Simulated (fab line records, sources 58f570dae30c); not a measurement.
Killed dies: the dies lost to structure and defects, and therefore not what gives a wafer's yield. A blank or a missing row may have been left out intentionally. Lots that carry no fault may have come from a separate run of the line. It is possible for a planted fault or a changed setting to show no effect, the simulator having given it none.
fab line records	flow berkeley-cmos170	part 1 of 2: steps 1 to 27 of 37
[record] lots = 5	wafers = 15	last-day = 12
route steps=331 shown PSD@183 NSD@187 BACKSIDE@199 SDANNEAL@204 PLDD@208 NLDD@209 SILICIDE@210 CONTACT@216
lots that met no fault: from a run of the same line without faults
start-h: start of the lot's first displayed wafer, in hours after the record's first day	wait-h: hours from the lot's prior step to this one	" identical to the entry in the row above	L1.1+2: several wafers, shown together as one row	- no value present, or no start provided	* or withheld: withheld	< > ~ a bound
route shown NAME@n: a module of which the file shows steps, and the number in the route of the first	usual: mean/standard deviation taken from wafers without a fault	same: alike in all rows	chamber/n: place in a boat	sites: per-site readings	_std_site: standard deviation across them	_edge_site: inner sites' mean taken away from outer sites' mean	radius-mm: for every site, how far away it sits from the centre of the wafer	mask NAME#n: copy n	behind: tool/chamber where the wafer was last shaped	hold: the reason the lot was held/the length of the hold in hours/how it ended	device: the transistor (n, p or np) that didn't switch	end of line: the tests these same wafers got at the end of their route	a step without rows: its recipe alone	killed: the dies lost at the first sort to structure and to defects; this is not the yield of the wafer	map: dies across one wafer; x = killed, . = not, _ = none there
set.NAME: the run value of the setting; set.NAME@STEP: its run value at that earlier step	model.NAME: the simulator's own value behind a step, which no gauge read
certain route steps with their lots: each step a table, each wafer a row
services: a tool's chamber out of use, with start hour (start-h, from the record's first day; less than 0 if before it), hours out, and reason
[[steps]]
[step UCB170_PSD_IMPLANT_08]
[recipe] species = B	dose-cm2 = 3e+15	energy-kev = 20	tilt-deg = 7
lot.wafer	tool	chamber	start-h	wait-h
L076.1+2+5	implanter-03	0	154.59	0.0
L077.1+4+6	implanter-04	0	154.75	0.0
L084.1+4+6	implanter-04	0	193.23	0.0
L090.1+3+4	implanter-04	0	212.86	0.0
L095.1+3+6	implanter-04	0	245.94	0.0
[step UCB170_PSD_STRIP_09]
[recipe] chemistry = O2	power-w = 400	pressure-mtorr = 3500	platen-temp-c = withheld	o2-flow-sccm = 400	overash-fraction = 0.5
[usual] drypump-motor-current-A = 5.6/0.56	o2-flow-sccm = 400.1/1.1	oes-product-au = 0.600/0.0043	strip-time-to-endpoint-s = 29.40/0.074
lot.wafer	tool	chamber	start-h	wait-h	drypump-motor-current-A	o2-flow-sccm	oes-product-au	rf-hours-counter-h	strip-time-to-endpoint-s
L076.1	plasma-asher-04	1	154.74	0.1	6.4	399.0	0.601	42	29.32
L076.2	"	0	"	"	5.6	400.6	0.604	42	29.26
L076.5	"	0	"	"	5.7	400.2	0.607	-	29.27
L077.1	plasma-asher-01	1	154.90	0.1	4.6	400.7	0.609	45	29.33
L077.4	"	0	"	"	5.3	401.3	0.604	-	29.37
L077.6	"	0	"	"	5.3	401.5	0.598	-	29.36
L084.1	plasma-asher-02	0	193.38	0.1	5.8	400.4	0.593	8	29.40
L084.4	"	1	"	"	6.0	400.2	0.595	-	29.37
L084.6	"	1	"	"	6.0	399.9	0.605	-	29.45
L090.1	plasma-asher-02	0	213.01	0.1	5.8	399.8	0.598	10	29.48
L090.3	"	0	"	"	5.8	399.9	0.597	-	29.46
L090.4	"	1	"	"	6.0	399.4	0.596	-	29.45
L095.1	plasma-asher-01	0	246.09	0.1	5.3	400.8	0.599	55	29.29
L095.3	"	0	"	"	5.3	401.6	0.596	-	29.35
L095.6	"	0	"	"	5.3	400.8	0.597	-	29.39
[step UCB170_PSD_TW_MEAS_10]
[usual] PSD_TW = 2332/17
lot.wafer	tool	chamber	start-h	wait-h	PSD_TW
L076.1	film-metro-04	-	154.84	0.1	2318
L076.2	"	-	"	"	2335
L076.5	"	-	"	"	2322
L077.1	film-metro-04	-	155.12	0.2	2318
L077.4	"	-	"	"	2320
L077.6	"	-	"	"	2333
L084.1	film-metro-04	-	193.48	0.1	2316
L084.4	"	-	"	"	2315
L084.6	"	-	"	"	2315
L090.1	film-metro-04	-	213.11	0.1	2323
L090.3	"	-	"	"	2318
L090.4	"	-	"	"	2332
L095.1	film-metro-03	-	246.19	0.1	2342
L095.3	"	-	"	"	2344
L095.6	"	-	"	"	2364
[step UCB170_PSD_CLEAN_11]
[recipe] chemistry = SPM	temp-c = 120	time-s = 600
[usual] bath-heat-duty-pct = 13.1/1.1
lot.wafer	tool	chamber	start-h	wait-h	bath-heat-duty-pct
L076.1	wet-bench-01	0	156.52	1.7	12.8
L076.2	"	0	"	"	12.2
L076.5	"	0	"	"	12.2
L077.1	wet-bench-01	2	156.52	1.4	14.8
L077.4	"	2	"	"	14.9
L077.6	"	2	"	"	15.9
L084.1	wet-bench-04	3	196.48	3.0	11.7
L084.4	"	3	"	"	12.3
L084.6	"	3	"	"	12.6
L090.1	wet-bench-04	2	213.17	0.1	12.0
L090.3	"	2	"	"	12.5
L090.4	"	2	"	"	14.2
L095.1	wet-bench-02	0	246.38	0.2	14.6
L095.3	"	0	"	"	15.0
L095.6	"	0	"	"	12.6
[step UCB170_NSD_HMDS_00]
[recipe] prime-time-s = 60	prime-temp-c = 100
lot.wafer	tool	chamber	start-h	wait-h
L077.1+4+6	litho-track-03	0	157.17	0.3
L076.1+2+5	litho-track-02	0	157.39	0.5
L084.1+4+6	litho-track-02	0	196.71	0.1
L090.1+3+4	litho-track-04	0	213.43	0.1
L095.1+3+6	litho-track-02	0	246.89	0.3
[step UCB170_NSD_COAT_01]
[recipe] resist = KrF	spin-rpm = 1500	resist-thk-nm = 900
[usual] spin-speed-rpm = 1500.0/1.1
lot.wafer	tool	chamber	start-h	wait-h	spin-speed-rpm
L077.1	litho-track-03	0	157.32	0.1	1502.8
L077.4	"	0	"	"	1499.6
L077.6	"	0	"	"	1499.3
L076.1	litho-track-02	0	157.54	0.1	1501.9
L076.2	"	0	"	"	1500.5
L076.5	"	0	"	"	1500.6
L084.1	litho-track-02	0	196.86	0.1	1499.6
L084.4	"	0	"	"	1499.4
L084.6	"	0	"	"	1498.7
L090.1	litho-track-04	0	213.58	0.1	1498.4
L090.3	"	0	"	"	1500.7
L090.4	"	0	"	"	1499.9
L095.1	litho-track-02	0	247.04	0.1	1499.6
L095.3	"	0	"	"	1500.9
L095.6	"	0	"	"	1501.6
[step UCB170_NSD_SOFTBAKE_02]
[recipe] resist = KrF	temp-c = 130	time-s = 60
lot.wafer	tool	chamber	start-h	wait-h
L077.1+4+6	litho-track-03	0	157.47	0.1
L076.1+2+5	litho-track-02	0	157.69	0.1
L084.1+4+6	litho-track-02	0	197.01	0.1
L090.1+3+4	litho-track-04	0	213.73	0.1
L095.1+3+6	litho-track-02	0	247.19	0.1
[step UCB170_NSD_EXPOSE_03]
[recipe] mask-id = NSELECT_MOD	na = 0.5	sigma-outer = 0.6	source-shape = conventional	target-cd-nm = 1200	dose-mj = 30
[usual] exposure-dose-mJ-cm2 = 29.99/0.033
lot.wafer	tool	chamber	start-h	wait-h	mask	exposure-dose-mJ-cm2
L077.1	krf-scanner-01	0	157.62	0.1	NSELECT_MOD#0	30.01
L077.4	"	0	"	"	NSELECT_MOD#0	30.05
L077.6	"	0	"	"	NSELECT_MOD#0	29.99
L076.1	krf-scanner-01	0	157.84	0.1	NSELECT_MOD#0	30.02
L076.2	"	0	"	"	NSELECT_MOD#0	30.00
L076.5	"	0	"	"	NSELECT_MOD#0	30.00
L084.1	krf-scanner-02	0	197.16	0.1	NSELECT_MOD#0	30.06
L084.4	"	0	"	"	NSELECT_MOD#0	30.06
L084.6	"	0	"	"	NSELECT_MOD#0	30.08
L090.1	krf-scanner-01	0	213.88	0.1	NSELECT_MOD#0	30.03
L090.3	"	0	"	"	NSELECT_MOD#0	30.00
L090.4	"	0	"	"	NSELECT_MOD#0	29.98
L095.1	krf-scanner-02	0	247.65	0.4	NSELECT_MOD#0	29.99
L095.3	"	0	"	"	NSELECT_MOD#0	29.95
L095.6	"	0	"	"	NSELECT_MOD#0	29.99
[step UCB170_NSD_PEB_04]
[recipe] peb-temp-c = 130	peb-time-s = withheld	resist = KrF
lot.wafer	tool	chamber	start-h	wait-h
L077.1+4+6	litho-track-02	0	158.29	0.6
L076.1+2+5	litho-track-04	0	158.66	0.8
L084.1+4+6	litho-track-02	0	197.61	0.4
L090.1+3+4	litho-track-04	0	214.16	0.3
L095.1+3+6	litho-track-02	0	248.61	0.9
[step UCB170_NSD_DEVELOP_05]
[recipe] developer = TMAH	develop-time-s = 45	resist = KrF	dev-temp-c = 21
lot.wafer	tool	chamber	start-h	wait-h
L077.1+4+6	litho-track-02	0	-	-
L076.1+2+5	litho-track-04	0	-	-
L084.1+4+6	litho-track-02	0	-	-
L090.1+3+4	litho-track-04	0	-	-
L095.1+3+6	litho-track-02	0	-	-
[step UCB170_NSD_CD_MEAS_06]
[recipe] target-cd-nm = 1200
[usual] cd-nm = 1200.0/1.3
lot.wafer	tool	chamber	start-h	wait-h	cd-nm
L077.1	cd-sem-01	-	158.56	-	1200.5
L077.4	"	-	"	"	1201.1
L077.6	"	-	"	"	1199.8
L076.1	cd-sem-02	-	158.94	-	1201.9
L076.2	"	-	"	"	1201.2
L076.5	"	-	"	"	1202.2
L084.1	cd-sem-01	-	197.89	-	1201.3
L084.4	"	-	"	"	1200.7
L084.6	"	-	"	"	1200.9
L090.1	cd-sem-02	-	214.43	-	1199.7
L090.3	"	-	"	"	1200.1
L090.4	"	-	"	"	1201.0
L095.1	cd-sem-02	-	248.89	-	1199.7
L095.3	"	-	"	"	1199.6
L095.6	"	-	"	"	1198.7
[step UCB170_NSD_OVL_MEAS_07]
[usual] NSD_OVL = 1/6.3
lot.wafer	tool	chamber	start-h	wait-h	NSD_OVL[nm]
L077.1	overlay-02	-	158.68	0.1	2
L077.4	"	-	"	"	-1
L077.6	"	-	"	"	2
L076.1	overlay-01	-	159.06	0.1	1
L076.2	"	-	"	"	5
L076.5	"	-	"	"	4
L084.1	overlay-01	-	198.01	0.1	-3
L084.4	"	-	"	"	-4
L084.6	"	-	"	"	-11
L090.1	overlay-01	-	214.55	0.1	2
L090.3	"	-	"	"	8
L090.4	"	-	"	"	2
L095.1	overlay-01	-	249.01	0.1	1
L095.3	"	-	"	"	-1
L095.6	"	-	"	"	2
[step UCB170_NSD_IMPLANT_08]
[recipe] species = P	dose-cm2 = 3e+15	energy-kev = 40	tilt-deg = 7
lot.wafer	tool	chamber	start-h	wait-h
L077.1+4+6	implanter-01	0	158.72	0.0
L076.1+2+5	implanter-02	0	159.09	0.0
L084.1+4+6	implanter-04	0	198.04	0.0
L090.1+3+4	implanter-04	0	214.59	0.0
L095.1+3+6	implanter-01	0	249.05	0.0
[step UCB170_NSD_STRIP_09]
[recipe] chemistry = O2	power-w = 400	pressure-mtorr = 3500	platen-temp-c = withheld	o2-flow-sccm = 400	overash-fraction = 0.5
[usual] drypump-motor-current-A = 5.2/0.55	o2-flow-sccm = 400.1/1.2	oes-product-au = 0.534/0.0049	strip-time-to-endpoint-s = 35.83/0.067
lot.wafer	tool	chamber	start-h	wait-h	drypump-motor-current-A	o2-flow-sccm	oes-product-au	rf-hours-counter-h	strip-time-to-endpoint-s
L077.1	plasma-asher-04	1	158.87	0.1	6.4	401.3	0.534	42	35.72
L077.4	"	0	"	"	5.7	398.9	0.532	-	35.81
L077.6	"	1	"	"	6.4	400.8	0.536	-	35.68
L076.1	plasma-asher-01	0	159.24	0.1	5.3	400.1	0.532	46	35.92
L076.2	"	1	"	"	4.6	400.7	0.533	46	35.87
L076.5	"	1	"	"	4.6	401.8	0.524	-	35.87
L084.1	plasma-asher-03	1	198.19	0.1	4.9	399.9	0.540	40	35.82
L084.4	"	1	"	"	4.9	403.5	0.536	-	35.78
L084.6	"	0	"	"	4.9	399.0	0.522	-	35.85
L090.1	plasma-asher-01	1	214.74	0.1	4.6	400.4	0.526	51	35.92
L090.3	"	0	"	"	5.3	400.3	0.531	-	35.93
L090.4	"	1	"	"	4.6	400.8	0.529	-	35.92
L095.1	plasma-asher-03	0	249.20	0.1	4.9	400.3	0.530	45	35.97
L095.3	"	0	"	"	5.0	398.7	0.539	-	35.94
L095.6	"	1	"	"	4.9	398.7	0.535	-	35.86
[step UCB170_NSD_TW_MEAS_10]
[usual] NSD_TW = 4196/30
lot.wafer	tool	chamber	start-h	wait-h	NSD_TW
L077.1	film-metro-04	-	158.97	0.1	4181
L077.4	"	-	"	"	4161
L077.6	"	-	"	"	4169
L076.1	film-metro-02	-	159.34	0.1	4216
L076.2	"	-	"	"	4207
L076.5	"	-	"	"	4206
L084.1	film-metro-02	-	198.29	0.1	4184
L084.4	"	-	"	"	4206
L084.6	"	-	"	"	4200
L090.1	film-metro-02	-	214.84	0.1	4231
L090.3	"	-	"	"	4202
L090.4	"	-	"	"	4226
L095.1	film-metro-03	-	249.30	0.1	4235
L095.3	"	-	"	"	4221
L095.6	"	-	"	"	4236
[step UCB170_NSD_CLEAN_11]
[recipe] chemistry = SPM	temp-c = 120	time-s = 600
[usual] bath-heat-duty-pct = 12.5/1
lot.wafer	tool	chamber	start-h	wait-h	bath-heat-duty-pct
L077.1	wet-bench-03	2	159.03	0.1	12.0
L077.4	"	2	"	"	13.1
L077.6	"	2	"	"	13.6
L076.1	wet-bench-04	2	159.40	0.1	14.0
L076.2	"	2	"	"	12.8
L076.5	"	2	"	"	12.2
L084.1	wet-bench-03	2	198.35	0.1	12.3
L084.4	"	2	"	"	13.3
L084.6	"	2	"	"	13.3
L090.1	wet-bench-03	1	216.65	1.8	11.5
L090.3	"	1	"	"	12.5
L090.4	"	1	"	"	11.5
L095.1	wet-bench-04	1	249.36	0.1	14.7
L095.3	"	1	"	"	15.5
L095.6	"	1	"	"	14.5
[step UCB170_BACKSIDE_HMDS_00]
[recipe] prime-time-s = 60	prime-temp-c = 100
lot.wafer	tool	chamber	start-h	wait-h
L077.1+4+6	litho-track-04	0	159.76	0.6
L076.1+2+5	litho-track-01	0	159.83	0.2
L084.1+4+6	litho-track-02	0	198.61	0.1
L090.1+3+4	litho-track-02	0	216.82	0.0
L095.1+3+6	litho-track-04	0	250.41	0.9
[step UCB170_BACKSIDE_COAT_01]
[recipe] resist = KrF	spin-rpm = 1500	resist-thk-nm = 900
[usual] spin-speed-rpm = 1500.0/0.94
lot.wafer	tool	chamber	start-h	wait-h	spin-speed-rpm
L077.1	litho-track-04	0	159.91	0.1	1500.9
L077.4	"	0	"	"	1501.2
L077.6	"	0	"	"	1499.6
L076.1	litho-track-01	0	159.98	0.1	1500.4
L076.2	"	0	"	"	1499.5
L076.5	"	0	"	"	1500.4
L084.1	litho-track-02	0	198.76	0.1	1500.5
L084.4	"	0	"	"	1499.6
L084.6	"	0	"	"	1501.1
L090.1	litho-track-02	0	216.97	0.1	1499.3
L090.3	"	0	"	"	1500.8
L090.4	"	0	"	"	1499.4
L095.1	litho-track-04	0	250.56	0.1	1499.8
L095.3	"	0	"	"	1499.5
L095.6	"	0	"	"	1500.7
[step UCB170_BACKSIDE_SOFTBAKE_02]
[recipe] resist = KrF	temp-c = 130	time-s = 60
lot.wafer	tool	chamber	start-h	wait-h
L077.1+4+6	litho-track-04	0	160.06	0.1
L076.1+2+5	litho-track-01	0	160.13	0.1
L084.1+4+6	litho-track-02	0	198.91	0.1
L090.1+3+4	litho-track-02	0	217.12	0.1
L095.1+3+6	litho-track-04	0	250.71	0.1
[step UCB170_BACKSIDE_STRIP_03]
[recipe] chemistry = O2	power-w = 400	pressure-mtorr = 3500	platen-temp-c = withheld	o2-flow-sccm = 400	overash-fraction = 0.5
[usual] drypump-motor-current-A = 5.6/0.53	o2-flow-sccm = 400.1/1.1	oes-product-au = 0.734/0.0044	strip-time-to-endpoint-s = 21.96/0.063
lot.wafer	tool	chamber	start-h	wait-h	drypump-motor-current-A	o2-flow-sccm	oes-product-au	rf-hours-counter-h	strip-time-to-endpoint-s
L077.1	plasma-asher-02	1	160.21	0.1	6.0	399.6	0.736	4	21.95
L077.4	"	1	"	"	6.0	400.3	0.737	-	21.96
L077.6	"	0	"	"	5.8	401.1	0.739	-	21.99
L076.1	plasma-asher-04	0	160.28	0.1	5.7	401.2	0.732	43	21.85
L076.2	"	1	"	"	6.4	400.9	0.739	43	21.92
L076.5	"	0	"	"	5.7	399.8	0.735	-	21.88
L084.1	plasma-asher-03	1	199.06	0.1	4.9	398.7	0.737	40	21.95
L084.4	"	1	"	"	4.9	398.6	0.738	-	21.93
L084.6	"	0	"	"	5.0	398.5	0.742	-	21.95
L090.1	plasma-asher-04	0	217.27	0.1	5.7	399.5	0.737	48	21.87
L090.3	"	1	"	"	6.4	399.9	0.740	-	21.97
L090.4	"	0	"	"	5.7	399.9	0.727	-	21.99
L095.1	plasma-asher-03	0	250.86	0.1	4.9	400.1	0.739	46	21.99
L095.3	"	1	"	"	4.9	400.7	0.727	-	21.94
L095.6	"	1	"	"	4.9	400.4	0.744	-	22.00
[step UCB170_BACKSIDE_CLEAN_04]
[recipe] chemistry = SPM	temp-c = 120	time-s = 600
[usual] bath-heat-duty-pct = 12.3/0.76
lot.wafer	tool	chamber	start-h	wait-h	bath-heat-duty-pct
L076.1	wet-bench-02	2	160.42	0.1	13.5
L076.2	"	2	"	"	12.6
L076.5	"	2	"	"	12.9
L077.1	wet-bench-02	2	160.42	0.2	13.0
L077.4	"	2	"	"	12.5
L077.6	"	2	"	"	12.1
L084.1	wet-bench-01	1	199.16	0.1	12.4
L084.4	"	1	"	"	12.8
L084.6	"	1	"	"	12.9
L090.1	wet-bench-03	1	217.37	0.1	10.9
L090.3	"	1	"	"	11.2
L090.4	"	1	"	"	12.2
L095.1	wet-bench-02	0	250.96	0.1	12.9
L095.3	"	0	"	"	11.5
L095.6	"	0	"	"	13.3
[step UCB170_SDANNEAL_RTA_00]
[recipe] temp-c = 900	time-s = 10	ambient = N2
[usual] chamber-o2-ppm = 1.999/0.022	lamp-power-pct = 24.1/2.5	wafer_temp_C_max = 904.4/1.8
lot.wafer	tool	chamber	start-h	wait-h	chamber-o2-ppm	lamp-power-pct	wafer_temp_C_max
L076.1	rtp-anneal-01	0	160.59	0.0	2.031	26.2	906.9
L076.2	"	0	"	"	1.984	26.2	904.1
L076.5	"	0	"	"	1.976	26.2	904.8
L077.1	rtp-anneal-02	0	160.59	0.0	1.998	21.1	902.6
L077.4	"	0	"	"	2.002	21.1	902.4
L077.6	"	0	"	"	1.997	21.1	902.6
L084.1	rtp-anneal-02	0	199.35	0.0	1.989	21.1	903.0
L084.4	"	0	"	"	1.982	21.1	901.5
L084.6	"	0	"	"	1.977	21.1	902.7
L090.1	rtp-anneal-02	0	217.55	0.0	2.015	21.1	902.4
L090.3	"	0	"	"	1.987	21.1	901.8
L090.4	"	0	"	"	2.002	21.1	902.6
L095.1	rtp-anneal-01	0	251.14	0.0	1.986	26.2	905.2
L095.3	"	0	"	"	1.998	26.2	905.1
L095.6	"	0	"	"	1.961	26.2	905.4
[step UCB170_SDANNEAL_RTA_01]
[recipe] temp-c = 1050	time-s = 5	ambient = N2
[usual] chamber-o2-ppm = 2.004/0.025	lamp-power-pct = 37/3.9	wafer_temp_C_max = 1055.3/2
lot.wafer	tool	chamber	start-h	wait-h	chamber-o2-ppm	lamp-power-pct	wafer_temp_C_max
L076.1	rtp-anneal-01	0	160.66	0.1	2.027	40	1058.1
L076.2	"	0	"	"	2.016	41	1055.6
L076.5	"	0	"	"	2.001	41	1055.8
L077.1	rtp-anneal-02	0	160.66	0.1	2.014	33	1053.9
L077.4	"	0	"	"	2.018	33	1052.9
L077.6	"	0	"	"	1.999	33	1053.9
L084.1	rtp-anneal-02	0	199.42	0.1	2.027	33	1052.4
L084.4	"	0	"	"	2.006	33	1053.5
L084.6	"	0	"	"	2.010	33	1052.8
L090.1	rtp-anneal-02	0	217.61	0.1	1.957	33	1054.0
L090.3	"	0	"	"	1.962	33	1052.1
L090.4	"	0	"	"	1.975	33	1053.4
L095.1	rtp-anneal-01	0	251.20	0.1	2.028	40	1057.9
L095.3	"	0	"	"	1.999	40	1056.7
L095.6	"	0	"	"	1.981	40	1055.2
[step UCB170_SDANNEAL_RS_MEAS_02]
[recipe] thk-meas-gauge = four-point-probe
[usual] PSD_RS = 75.5/0.36
lot.wafer	tool	chamber	start-h	wait-h	PSD_RS[ohm/sq]
L077.1	film-metro-03	-	160.72	0.0	75.5
L077.4	"	-	"	"	75.2
L077.6	"	-	"	"	75.6
L076.1	film-metro-02	-	160.73	0.1	75.5
L076.2	"	-	"	"	75.7
L076.5	"	-	"	"	75.4
L084.1	film-metro-03	-	199.48	0.0	75.5
L084.4	"	-	"	"	75.8
L084.6	"	-	"	"	75.9
L090.1	film-metro-02	-	217.67	0.0	75.1
L090.3	"	-	"	"	74.8
L090.4	"	-	"	"	75.1
L095.1	film-metro-04	-	251.26	0.0	75.8
L095.3	"	-	"	"	75.6
L095.6	"	-	"	"	75.8
[step UCB170_SDANNEAL_RS_MEAS_03]
[recipe] thk-meas-gauge = four-point-probe
[usual] NSD_RS = 37.27/0.093
lot.wafer	tool	chamber	start-h	wait-h	NSD_RS[ohm/sq]
L077.1	film-metro-03	-	160.84	0.1	37.30
L077.4	"	-	"	"	37.30
L077.6	"	-	"	"	37.42
L076.1	film-metro-02	-	160.85	0.1	37.22
L076.2	"	-	"	"	37.32
L076.5	"	-	"	"	37.19
L084.1	film-metro-03	-	199.60	0.1	37.44
L084.4	"	-	"	"	37.48
L084.6	"	-	"	"	37.43
L090.1	film-metro-02	-	217.79	0.1	37.19
L090.3	"	-	"	"	37.20
L090.4	"	-	"	"	37.20
L095.1	film-metro-04	-	251.38	0.1	37.13
L095.3	"	-	"	"	37.21
L095.6	"	-	"	"	37.24
[step UCB170_SDANNEAL_RS_MEAS_04]
[recipe] thk-meas-gauge = four-point-probe
[usual] PLDD_RS = 1031.5/2.9
lot.wafer	tool	chamber	start-h	wait-h	PLDD_RS[ohm/sq]
L077.1	film-metro-03	-	160.96	0.1	1031.5
L077.4	"	-	"	"	1032.5
L077.6	"	-	"	"	1035.0
L076.1	film-metro-02	-	160.97	0.1	1027.8
L076.2	"	-	"	"	1029.0
L076.5	"	-	"	"	1031.5
L084.1	film-metro-03	-	199.72	0.1	1033.3
L084.4	"	-	"	"	1034.5
L084.6	"	-	"	"	1031.4
L090.1	film-metro-02	-	217.91	0.1	1026.9
L090.3	"	-	"	"	1026.3
L090.4	"	-	"	"	1027.9
L095.1	film-metro-04	-	251.50	0.1	1033.0
L095.3	"	-	"	"	1034.5
L095.6	"	-	"	"	1036.5
[step UCB170_SDANNEAL_RS_MEAS_05]
[recipe] thk-meas-gauge = four-point-probe
[usual] NLDD_RS = 616.6/1.4
lot.wafer	tool	chamber	start-h	wait-h	NLDD_RS[ohm/sq]
L077.1	film-metro-03	-	161.08	0.1	616.5
L077.4	"	-	"	"	615.8
L077.6	"	-	"	"	616.2
L076.1	film-metro-02	-	161.09	0.1	618.3
L076.2	"	-	"	"	617.6
L076.5	"	-	"	"	617.7
L084.1	film-metro-03	-	199.84	0.1	616.6
L084.4	"	-	"	"	617.4
L084.6	"	-	"	"	617.6
L090.1	film-metro-02	-	218.03	0.1	616.5
L090.3	"	-	"	"	617.2
L090.4	"	-	"	"	617.2
L095.1	film-metro-04	-	251.62	0.1	615.1
L095.3	"	-	"	"	616.2
L095.6	"	-	"	"	615.9
